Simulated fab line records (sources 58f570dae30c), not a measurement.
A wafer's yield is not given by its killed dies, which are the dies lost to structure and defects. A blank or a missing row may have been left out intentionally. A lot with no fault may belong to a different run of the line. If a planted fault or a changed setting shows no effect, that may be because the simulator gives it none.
Code-filled problem report in 8D (eight disciplines) form ; flow berkeley-cmos170 ; the parts of the form that need people (team, actions taken, sign-off) are left out

## 1. THE PROBLEM
NVT_OVL at UCB170_NVT_OVL_MEAS_06 reads a mean of 986 nm on 9 wafers of 3 lots; wafers without a fault read 4 nm with a standard deviation of 5.3. So: +99 or more standard deviations from the usual mean.
The first sign was on wafer L621.4 at day 7 02:52, on overlay-01. The record has a number at this step for 39 wafers belonging to 13 lots. Rule for "out" (also "out of limits"): further than 4 standard deviations from the usual mean. The rest of the wafers with a number are treated as sound.

## 2. WHAT IT IS, WHAT IT ISN'T
question;is;is not
which readings at this step;NVT_OVL;-
which lots;L621, L624, L625;L612, L613, L614, L615, L616, L618, L620, L629, L631, L632
which wafers of those lots;all that have a number;-
read on which gauges;overlay-01, overlay-02;-
when;from day 7 02:52;"up to then (18 sound wafers); but 12 sound wafers of L620, L629, L631, L632 came after"

## 3. SUSPECTS, AND WHAT RULES EACH OUT
Counting: a tool at a process step up to the reading stays a suspect if it ran every lot that is out and no sound lot after the first of them.
- ruled out: the gauge at UCB170_NVT_OVL_MEAS_06. Those wafers that are out were read across 2 gauges (overlay-01, overlay-02).
- krf-scanner-02 at UCB170_NVT_EXPOSE_03 (exposes mask PWELL, target cd 3000 nm): kept. Every lot that is out went through it, starting with L621 (day 7 02:19), and after that it ran no sound lot; the last sound lot it ran before then is L613 (day 5 19:14).
Left after counting: krf-scanner-02 at UCB170_NVT_EXPOSE_03.

## 4. THE CAUSE (what the simulator had put in)
Scanner matching overlay: krf-scanner-02, from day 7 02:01 on, at UCB170_NVT_EXPOSE_03. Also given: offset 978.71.
The count eliminated every tool but this one.

## 5. THE EFFECT CHAIN, in route order
Each row: a reading whose mean over the struck wafers that have a number lies more than 3 standard deviations from the usual. Scope: only readings with a usual standard deviation given in the record; hours: median across lots of the time from each lot's start at the first step in this table that gives one to its start at this step; sigmas: change in usual standard deviations.
hours;step;reading;usual;on struck wafers;change;sigmas
0;UCB170_NVT_OVL_MEAS_06;NVT_OVL;4 nm;986;+982;+99 or more

## 6. WHAT WOULD HAVE CAUGHT IT SOONER
In this record the first reading out of limits at a measuring or inspecting step was taken at day 7 02:52, 1 hour after the fault began at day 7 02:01.
L624, L625, from the lots that are out (3), started UCB170_NVT_EXPOSE_03 on krf-scanner-02 later than day 7 02:52. A hold on the tool at that time would have spared those 2.
